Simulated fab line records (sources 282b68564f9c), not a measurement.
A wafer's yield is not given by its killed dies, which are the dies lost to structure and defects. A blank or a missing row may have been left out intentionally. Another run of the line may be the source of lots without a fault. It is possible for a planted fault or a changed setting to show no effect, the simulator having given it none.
fab line records | flow rit-cmos
[record] lots = 14 | wafers = 42 | last-day = 7
route steps=202 shown PLDD@122
lots with no fault: from the same line, run without faults
start-h: the number of hours between the record's first day and the start of the first shown wafer of the lot | wait-h: time in hours since the lot's previous step | " the same as in the row above | L1.1+2: one row covering several wafers at once | - no value present, or no start provided | * or withheld: withheld | < > ~ a bound
route shown NAME@n: NAME is a module with steps in the file, n the number in the route of the first one | usual: mean and standard deviation over wafers with no fault | same: alike in all rows | chamber/n: place in a boat | sites: readings site by site | _std_site: the values' standard deviation | _edge_site: outer sites' mean less inner sites' | radius-mm: how far each site lies from the wafer's centre | mask NAME#n: copy n | behind: the tool/chamber that last shaped the wafer | hold: cause of the lot's hold/its duration in hours/its outcome | device: the n, p or np transistor that did not switch | end of line: the same wafers' tests at the end of the route | where a step has no rows: the recipe by itself | killed: count of dies lost to structure and defects at first sort (not the wafer's yield) | map: the dies of a wafer, with x for killed, . for not killed, _ for no die there
set.NAME: the setting the step ran with; set.NAME@STEP: the setting that earlier step ran with | model.NAME: the simulator's own value behind a step, which no gauge read
steps of the route over a sample of lots; a table a step, a row a wafer
services: the hour from which a tool's chamber was out of use, counted from the record's first day as start-h (under 0 if before that day), plus the number of hours and why
[[steps]]
[step RIT_PLDD_IMPLANT_08]
[recipe] species = BF2 | energy-kev = 20 | dose-cm2 = 9e+14 | tilt-deg = 7
[usual] dose-ions-cm2 = 8.998e+14/9e+11 | faraday-current-uA = 2817/61
lot.wafer | tool         | chamber | start-h | wait-h | dose-ions-cm2 | faraday-current-uA
L607.1    | implanter-03 | 0       | 50.16   | 0.1    | 8.998e+14     | 2792
L607.2    | "            | 0       | "       | "      | 8.991e+14     | 2867
L607.4    | "            | 0       | "       | "      | 8.997e+14     | 2675
L608.1    | implanter-04 | 0       | 56.12   | 0.1    | 9.002e+14     | 2890
L608.2    | "            | 0       | "       | "      | 9.001e+14     | 2981
L608.6    | "            | 0       | "       | "      | 9.003e+14     | 2913
L609.2    | implanter-02 | 0       | 60.46   | 0.1    | 9.009e+14     | 2804
L609.4    | "            | 0       | "       | "      | 8.994e+14     | 2883
L609.6    | "            | 0       | "       | "      | 8.994e+14     | 2842
L610.2    | implanter-03 | 0       | 63.93   | 0.1    | 8.988e+14     | 2848
L610.3    | "            | 0       | "       | "      | 8.989e+14     | 2869
L610.5    | "            | 0       | "       | "      | 9.005e+14     | 2932
L612.1    | implanter-02 | 0       | 73.21   | 0.1    | 8.987e+14     | 2823
L612.4    | "            | 0       | "       | "      | 9.006e+14     | 2778
L612.6    | "            | 0       | "       | "      | 8.997e+14     | 2823
L613.2    | implanter-02 | 0       | 83.60   | 0.1    | 8.991e+14     | 2933
L613.3    | "            | 0       | "       | "      | 9.006e+14     | 2820
L613.4    | "            | 0       | "       | "      | 9e+14         | 2795
L614.1    | implanter-03 | 0       | 86.16   | 0.1    | 9.006e+14     | 2831
L614.2    | "            | 0       | "       | "      | 8.989e+14     | 2798
L614.5    | "            | 0       | "       | "      | 8.994e+14     | 2861
L615.2    | implanter-04 | 0       | 89.10   | 0.1    | 8.997e+14     | 2797
L615.4    | "            | 0       | "       | "      | 9.002e+14     | 2899
L615.5    | "            | 0       | "       | "      | 9.001e+14     | 2932
L617.2    | implanter-04 | 0       | 99.73   | 0.1    | 8.998e+14     | 2876
L617.4    | "            | 0       | "       | "      | 9.003e+14     | 2776
L617.5    | "            | 0       | "       | "      | 8.998e+14     | 2725
L618.2    | implanter-04 | 0       | 102.86  | 0.1    | 8.995e+14     | 2840
L618.4    | "            | 0       | "       | "      | 8.983e+14     | 2846
L618.6    | "            | 0       | "       | "      | 8.983e+14     | 2715
L623.1    | implanter-02 | 0       | 132.36  | 0.1    | 8.306e+14     | 2593
L623.3    | "            | 0       | "       | "      | 8.305e+14     | 2551
L623.5    | "            | 0       | "       | "      | 8.321e+14     | 2536
L624.1    | implanter-02 | 0       | 142.87  | 0.1    | 8.303e+14     | 2586
L624.3    | "            | 0       | "       | "      | 8.306e+14     | 2657
L624.4    | "            | 0       | "       | "      | 8.311e+14     | 2603
L626.1    | implanter-04 | 0       | 151.21  | 0.1    | 8.987e+14     | 2824
L626.5    | "            | 0       | "       | "      | 9.005e+14     | 2786
L626.6    | "            | 0       | "       | "      | 8.986e+14     | 2782
L627.3    | implanter-04 | 0       | 156.49  | 0.1    | 9.004e+14     | 2935
L627.4    | "            | 0       | "       | "      | 9.005e+14     | 2846
L627.5    | "            | 0       | "       | "      | 9.001e+14     | 2785
[step RIT_SDANNEAL_RS_MEAS_06]
[recipe] thk-meas-gauge = four-point-probe
[usual] PLDD_RS = 178.9/0.45
lot.wafer | tool          | chamber | start-h | wait-h | PLDD_RS[ohm/sq]
L607.1    | film-metro-01 | -       | 58.91   | 0.1    | 180.1
L607.2    | "             | -       | "       | "      | 179.7
L607.4    | "             | -       | "       | "      | 180.0
L608.1    | film-metro-03 | -       | 62.57   | 0.1    | 179.6
L608.2    | "             | -       | "       | "      | 179.2
L608.6    | "             | -       | "       | "      | 179.0
L609.2    | film-metro-04 | -       | 67.50   | 0.1    | 178.7
L609.4    | "             | -       | "       | "      | 179.0
L609.6    | "             | -       | "       | "      | 179.2
L610.2    | film-metro-01 | -       | 70.74   | 0.1    | 178.8
L610.3    | "             | -       | "       | "      | 179.6
L610.5    | "             | -       | "       | "      | 179.2
L612.1    | film-metro-04 | -       | 79.63   | 0.1    | 179.1
L612.4    | "             | -       | "       | "      | 178.5
L612.6    | "             | -       | "       | "      | 178.8
L613.2    | film-metro-04 | -       | 90.01   | 0.1    | 179.0
L613.3    | "             | -       | "       | "      | 179.0
L613.4    | "             | -       | "       | "      | 179.0
L614.1    | film-metro-01 | -       | 92.81   | 0.1    | 179.5
L614.2    | "             | -       | "       | "      | 179.6
L614.5    | "             | -       | "       | "      | 179.3
L615.2    | film-metro-03 | -       | 95.66   | 0.1    | 179.0
L615.4    | "             | -       | "       | "      | 179.0
L615.5    | "             | -       | "       | "      | 178.6
L617.2    | film-metro-03 | -       | 106.24  | 0.1    | 178.1
L617.4    | "             | -       | "       | "      | 178.8
L617.5    | "             | -       | "       | "      | 178.8
L618.2    | film-metro-01 | -       | 109.38  | 0.1    | 178.9
L618.4    | "             | -       | "       | "      | 179.1
L618.6    | "             | -       | "       | "      | 179.2
L623.1    | film-metro-04 | -       | 139.55  | 0.1    | 186.4
L623.3    | "             | -       | "       | "      | 186.7
L623.5    | "             | -       | "       | "      | 187.1
L624.1    | film-metro-01 | -       | 150.21  | 0.1    | 186.0
L624.3    | "             | -       | "       | "      | 186.2
L624.4    | "             | -       | "       | "      | 186.2
L626.1    | film-metro-03 | -       | 159.06  | 0.1    | 178.5
L626.5    | "             | -       | "       | "      | 178.5
L626.6    | "             | -       | "       | "      | 178.7
L627.3    | film-metro-03 | -       | 164.05  | 0.1    | 178.0
L627.4    | "             | -       | "       | "      | 178.4
L627.5    | "             | -       | "       | "      | 178.3
[[services]]
tool         | chamber | start-h | hours | kind
implanter-02 | -       | 67.45   | 3.0   | pm
implanter-03 | -       | 92.67   | 2.3   | pm
implanter-04 | -       | 152.88  | 2.5   | pm
[[key]]
[first-sign] step = RIT_PLDD_IMPLANT_08 | reading = dose-ions-cm2 | direction = down | sigmas = 77 | usual = 8.998e+14 | struck = 8.309e+14
[effect] step = RIT_PLDD_IMPLANT_08 | reading = faraday-current-uA | direction = down | sigmas = 3.8 | usual = 2817 | struck = 2588
[effect] step = RIT_SDANNEAL_RS_MEAS_06 | reading = PLDD_RS | direction = up | sigmas = 17 | usual = 178.9 | struck = 186.5
met-at RIT_PLDD_IMPLANT_08
struck-lots L623,L624
tester-left-out L623,L624
onset-between 83.60 132.36
[fault] kind = process-parameter-drift | tool = implanter-02 | chamber = - | onset-h = 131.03 | steps = RIT_PLDD_IMPLANT_08 | channel = dose-cm2 | offset = -6.9172e+13 | shape = step | end-h = 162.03 | acts-in = these-recipes-only | stated = 9e+14
// tester-left-out: of these lots the tester's yield and bins aren't shown, on N5 and GAA mostly nor the transistor test; their killed dies are dies lost to structure and defects alone, not to doping, threshold or leakage, so they don't give the yield
